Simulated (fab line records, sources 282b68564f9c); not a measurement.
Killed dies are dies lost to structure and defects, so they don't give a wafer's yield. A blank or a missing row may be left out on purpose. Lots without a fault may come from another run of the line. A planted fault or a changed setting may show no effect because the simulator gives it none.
fab line records | flow rit_cmos
record lots=15 wafers=45 last_day=7
route steps=202 shown GATE@89
lots that met no fault: from a run of the same line without faults
start_h: hours from the record's first day to the start of the lot's first wafer shown | wait_h: hours since the lot's step before | " the same as in the row above | L1.1+2: a row that stands for several wafers | - no value, or no start given | * or withheld: withheld | < > ~ a bound
route shown NAME@n: a module of which the file shows steps, and the number in the route of the first | usual: mean/standard deviation of fault-free wafers | same: alike in all rows | chamber/n: place in a boat | sites: the reading at each site | _std_site: their standard deviation | _edge_site: outer sites' mean less inner sites' | radius_mm: how far each site lies from the wafer's centre | mask NAME#n: copy n | behind: the tool/chamber that last shaped the wafer | hold: why the lot was held/for how many hours/how that ended | device: the transistor (n, p or np) that didn't switch | end of line: the same wafers' tests at the end of the route | a step without rows: its recipe alone | killed: dies lost to structure and defects at the first sort, not the wafer's yield | map: a wafer's dies, x killed, . not, _ none there
set.NAME: the setting as run; set.NAME@STEP: as run at that earlier step | model.NAME: the simulator's own value behind a step, which no gauge read
steps of the route over a sample of lots; a table a step, a row a wafer
services: from which hour (start_h, from the record's first day; less than 0 if before it) a tool's chamber was out of use, for how many hours, and why
## steps
# step RIT_GATE_EXPOSE_13
# recipe mask_id=M6 na=0.6 source_shape=conventional sigma_outer=0.6 target_cd_nm=150 dose_mj=380
# usual exposure_dose_mJ_cm2=376.7/0.35 focus_offset_nm=0.0/0.55 na=0.6/0
# columns lot.wafer tool chamber start_h wait_h mask exposure_dose_mJ_cm2 focus_offset_nm na
L901.3 iline_stepper-02 0 37.65 0.2 M6#0 376.2 -0.5 0.6
L901.5 " 0 " " M6#0 376.2 0.3 0.6
L901.6 " 0 " " M6#0 376.4 0.2 0.6
L902.1 iline_stepper-01 0 46.59 0.2 M6#0 376.3 0.0 0.6
L902.2 " 0 " " M6#0 376.9 -0.3 0.6
L902.6 " 0 " " M6#0 377.1 -0.1 0.6
L903.1 iline_stepper-01 0 48.45 0.1 M6#0 377.4 0.5 0.6
L903.2 " 0 " " M6#0 377.0 0.5 0.6
L903.3 " 0 " " M6#0 376.9 -0.5 0.6
L905.2 iline_stepper-01 0 59.00 0.1 M6#0 376.7 0.2 0.6
L905.4 " 0 " " M6#0 377.0 0.2 0.6
L905.6 " 0 " " M6#0 376.8 0.0 0.6
L907.1 iline_stepper-01 0 70.78 0.2 M6#0 376.6 -0.5 0.6
L907.2 " 0 " " M6#0 376.5 0.5 0.6
L907.3 " 0 " " M6#0 376.7 0.5 0.6
L908.1 iline_stepper-02 - 72.22 0.2 M6#0 - - -
L908.3 " - " " M6#0 - - -
L908.4 " - " " M6#0 - - -
L909.1 iline_stepper-01 - 82.43 0.2 M6#0 - - -
L909.2 " - " " M6#0 - - -
L909.4 " - " " M6#0 - - -
L910.3 iline_stepper-01 - 82.73 0.1 M6#0 - - -
L910.5 " - " " M6#0 - - -
L910.6 " - " " M6#0 - - -
L911.1 iline_stepper-01 0 90.30 0.1 M6#0 376.6 -0.2 0.6
L911.3 " 0 " " M6#0 376.1 0.0 0.6
L911.5 " 0 " " M6#0 376.0 0.4 0.6
L918.2 iline_stepper-01 0 127.11 0.2 M6#0 376.2 0.3 0.6
L918.4 " 0 " " M6#0 376.7 0.4 0.6
L918.6 " 0 " " M6#0 376.0 0.6 0.6
L919.1 iline_stepper-02 0 130.62 0.3 M6#0 376.3 0.8 0.6
L919.4 " 0 " " M6#0 376.6 0.8 0.6
L919.5 " 0 " " M6#0 376.7 0.3 0.6
L920.4 iline_stepper-02 0 132.08 0.1 M6#0 376.4 0.8 0.6
L920.5 " 0 " " M6#0 376.7 0.2 0.6
L920.6 " 0 " " M6#0 376.3 0.4 0.6
L921.2 iline_stepper-02 0 141.58 0.1 M6#0 377.1 0.1 0.6
L921.4 " 0 " " M6#0 376.8 -0.7 0.6
L921.6 " 0 " " M6#0 376.8 0.6 0.6
L923.2 iline_stepper-02 0 151.61 0.1 M6#0 376.5 0.9 0.6
L923.4 " 0 " " M6#0 376.9 0.1 0.6
L923.6 " 0 " " M6#0 376.8 0.3 0.6
L924.2 iline_stepper-02 0 155.73 0.1 M6#0 376.7 -0.9 0.6
L924.4 " 0 " " M6#0 376.4 -0.7 0.6
L924.5 " 0 " " M6#0 377.0 -0.4 0.6
## services
# columns tool chamber start_h hours kind
iline_stepper-02 - 46.59 15.0 repair
iline_stepper-02 - 61.61 1.7 pm
iline_stepper-01 - 130.23 28.9 pm
## key
first_sign step=RIT_GATE_EXPOSE_13 reading=tool_record direction=missing
effect none on later readings
met_at RIT_GATE_EXPOSE_13
struck_lots L908,L909,L910
later_rows_left_out L908.1,L908.3,L908.4,L909.1,L909.2,L909.4,L910.3,L910.5,L910.6
sort_left_out L908.1,L908.3,L908.4,L909.1,L909.2,L909.4,L910.3,L910.5,L910.6
tester_left_out L908,L909,L910
onset_between 70.78 72.22
fault kind=skipped_step_whole tool=iline_stepper-01,iline_stepper-02 chamber=- onset_h=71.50 steps=RIT_GATE_EXPOSE_13 scope=struck_lots_only
# tester_left_out: of these lots the tester's yield and bins aren't shown, on N5 and GAA mostly nor the transistor test; their killed dies are dies lost to structure and defects alone, not to doping, threshold or leakage, so they don't give the yield
# sort_left_out: the simulated sort isn't trusted on such a fault, so these wafers' sort isn't shown, and their yield isn't known
# later_rows_left_out: the simulator's readings of these wafers behind a module that went badly wrong aren't trusted and aren't shown, but for the sort
